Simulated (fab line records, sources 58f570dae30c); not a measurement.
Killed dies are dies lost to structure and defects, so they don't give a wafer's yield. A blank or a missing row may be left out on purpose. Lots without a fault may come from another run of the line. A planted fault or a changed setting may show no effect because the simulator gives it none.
Which tool did it? | flow berkeley_cmos170 | 14 lots, 42 wafers sampled, at 2 steps of a route of 331

WHAT THE GAUGES READ, wafer by wafer
UCB170_GATE_OVL_MEAS_13.
lot  | measured     | on         | GATE_OVL (nm)
L724 | day 7 08:02  | overlay-01 | -2 1 -3
L725 | day 7 08:31  | overlay-02 | -1 -4 -4
L728 | day 8 09:11  | overlay-02 | -1 0 -2
L731 | day 8 09:19  | overlay-01 | 3 -1 4
L726 | day 8 09:26  | overlay-02 | 0 0 -6
L730 | day 8 09:33  | overlay-01 | 8 11 8
L727 | day 8 10:16  | overlay-01 | 1 2 5
L729 | day 8 10:45  | overlay-01 | 10 7 8
L734 | day 8 21:50  | overlay-01 | 9 4 3
L739 | day 10 04:36 | overlay-01 | -5 -3 2
L743 | day 11 09:11 | overlay-01 | -2 3 -3
L746 | day 11 09:21 | overlay-02 | 1 3 3
L745 | day 11 09:28 | overlay-01 | -4 1 0
L742 | day 11 10:05 | overlay-01 | -2 -6 -6

UCB170_V2_THK_MEAS_01.
lot  | measured     | on            | V2_TEOS_THK (nm)
L724 | day 8 21:13  | film_metro-03 | 1976 1975 2015
L725 | day 8 18:24  | film_metro-02 | 2001 2033 2027
L728 | day 10 01:34 | film_metro-03 | 2000 2018 2019
L731 | day 9 18:02  | film_metro-02 | 2025 2027 2028
L726 | day 10 02:15 | film_metro-03 | 1971 2004 2006
L730 | day 9 23:08  | film_metro-03 | 1990 1991 2004
L727 | day 10 02:41 | film_metro-04 | 1974 2032 2015
L729 | day 10 02:17 | film_metro-02 | 2016 1989 2003
L734 | day 10 14:40 | film_metro-02 | 1990 2010 2027
L739 | day 11 13:59 | film_metro-04 | 1985 2016 1996
L743 | day 12 12:47 | film_metro-03 | 1965 1995 2015
L746 | day 12 14:38 | film_metro-02 | 1969 1968 1970
L745 | day 12 16:56 | film_metro-04 | 1938 1989 1985
L742 | day 12 19:17 | film_metro-03 | 1993 2027 2029

WHICH TOOL RAN EACH LOT (tool, then ch and the chambers of the sampled wafers, then the start)
The record holds no process step before these readings.

WHAT THE TOOLS THEMSELVES READ (means of the sampled wafers that have a number; where no wafer has one, the mark that the record gives instead)
The record holds no such reading with a usual standard deviation.

THE ANSWER, worked out from the rows above alone
Rule: what is usual is taken from the lots themselves. Put in order of their means at a reading, lots are off if they are a third of the lots or fewer, leave a main group of 4 or more, and stand apart from it by a gap of 3 or more times the standard deviation of the main group's means; of several such gaps the widest counts. A main group whose means are all the same, to the digits that the tables above print for the reading, isn't used. A lot without any number at a reading at which 4 lots or more have one is off too. The other lots that the step has rows for count as sound. The gauges are gone through in route order, then the tools' own readings, and for those a lot's mean is taken as printed above. The first step at which some lot is off is used, and at that step the reading that is off furthest; a lot without a number counts as furthest.
No lot is off at any reading shown: from this, nothing can be told.

WHAT THE SIMULATOR HAD PUT IN
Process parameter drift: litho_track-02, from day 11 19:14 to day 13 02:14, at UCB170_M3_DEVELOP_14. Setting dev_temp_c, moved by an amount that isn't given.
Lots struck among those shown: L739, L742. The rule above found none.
